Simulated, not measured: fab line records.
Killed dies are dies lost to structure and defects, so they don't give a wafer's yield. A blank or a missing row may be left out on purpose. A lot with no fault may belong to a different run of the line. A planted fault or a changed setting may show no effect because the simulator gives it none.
Which tool is to blame?    flow rit_cmos    Sampling: 13 lots, 39 wafers, 2 of 202 route steps

## WHAT THE GAUGES SHOWED, per wafer
RIT_GATE_THK_MEAS_09.
lot   measured     on             GATE_POLY_THK (nm)
L658  day 2 14:56  film_metro-01  247.4 246.1 246.7
L659  day 2 22:16  film_metro-02  249.0 247.7 246.6
L660  day 3 01:23  film_metro-03  248.4 247.7 248.8
L662  day 3 11:22  film_metro-02  248.8 250.1 251.0
L663  day 3 16:45  film_metro-01  247.6 247.1 247.5
L664  day 3 19:46  film_metro-02  250.3 248.2 248.7
L665  day 3 23:34  film_metro-01  249.0 248.8 250.3
L667  day 4 09:53  film_metro-01  249.2 249.9 248.8
L670  day 5 05:20  film_metro-01  251.7 253.6 252.3
L671  day 5 06:56  film_metro-01  244.1 243.1 245.7
L674  day 5 23:00  film_metro-01  248.9 250.1 251.1
L678  day 6 21:00  film_metro-02  165.9 168.0 167.0 165.9 168.2 167.1
L681  day 7 08:23  film_metro-02  251.9 252.3 250.8

## WHICH TOOL RAN EACH LOT (tool, then ch and the chambers of the sampled wafers, then the start)
lot   RIT_GATE_CVD_08
L658  lpcvd-01 ch 1, day 2 13:19
L659  lpcvd-01 ch 1, day 2 20:38
L660  lpcvd-01 ch 0, day 2 23:45
L662  lpcvd-01 ch 0, day 3 09:44
L663  lpcvd-01 ch 1, day 3 15:08
L664  lpcvd-02 ch 0, day 3 18:07
L665  lpcvd-01 ch 0, day 3 21:55
L667  lpcvd-02 ch 1, day 4 08:16
L670  lpcvd-01 ch 1, day 5 03:42
L671  lpcvd-01 ch 0, day 5 05:19
L674  lpcvd-01 ch 0, day 5 21:22
L678  lpcvd-02 ch 1, day 6 19:23
L681  lpcvd-01 ch 1, day 7 06:46
- RIT_GATE_CVD_08: deposits poly-Si from SiH4, target thk 250 nm, time 2220 s.

## AS READ BY THE TOOLS THEMSELVES (means over the sampled wafers that have a number; for cases with no such wafer, the mark the record gives instead)
RIT_GATE_CVD_08.
lot   tool      spike_tc_source_C (C)
L658  lpcvd-01  630.5
L659  lpcvd-01  629.9
L660  lpcvd-01  627.4
L662  lpcvd-01  627.2
L663  lpcvd-01  629.3
L664  lpcvd-02  630.7
L665  lpcvd-01  627.3
L667  lpcvd-02  634.4
L670  lpcvd-01  629.5
L671  lpcvd-01  627.5
L674  lpcvd-01  627.1
L678  lpcvd-02  633.7
L681  lpcvd-01  630.0

## THE ANSWER, worked out from the rows above alone
Rule: the lots themselves supply what counts as usual. Put in order of their means at a reading, lots are off if they are a third of the lots or fewer, leave a main group of 4 or more, and stand apart from it by a gap of 3 or more times the standard deviation of the main group's means; of several such gaps the widest counts. Not used: any main group whose means are identical at the precision the tables above print for the reading. Also off: a lot with no number at a reading for which 4 or more lots have one. The other lots that the step has rows for count as sound. The gauges are gone through in route order, then the tools' own readings, and for those a lot's mean is taken as printed above. At the first step where some lot is off, the reading lying furthest off is the one used; lots without a number count as furthest.
Off: at RIT_GATE_THK_MEAS_09 (GATE_POLY_THK), L678. For the main group the mean is 248.9 nm and the standard deviation 2.1.
A tool fits if, at a process step before that reading, it ran every lot that is off, and no sound lot after the first of them. The gauges at RIT_GATE_THK_MEAS_09 are tried like those tools. One fits: RIT_GATE_CVD_08 on lpcvd-02. Its last sound lot is L667 (day 4 08:16), its first lot that is off L678 (day 6 19:23): a fault that began between those two fits.

## WHAT THE SIMULATOR HAD PUT IN
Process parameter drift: lpcvd-02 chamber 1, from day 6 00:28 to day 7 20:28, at RIT_GATE_CVD_08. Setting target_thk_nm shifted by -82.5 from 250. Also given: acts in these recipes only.
Lots struck among those shown: L678. The same result came from the rule above.
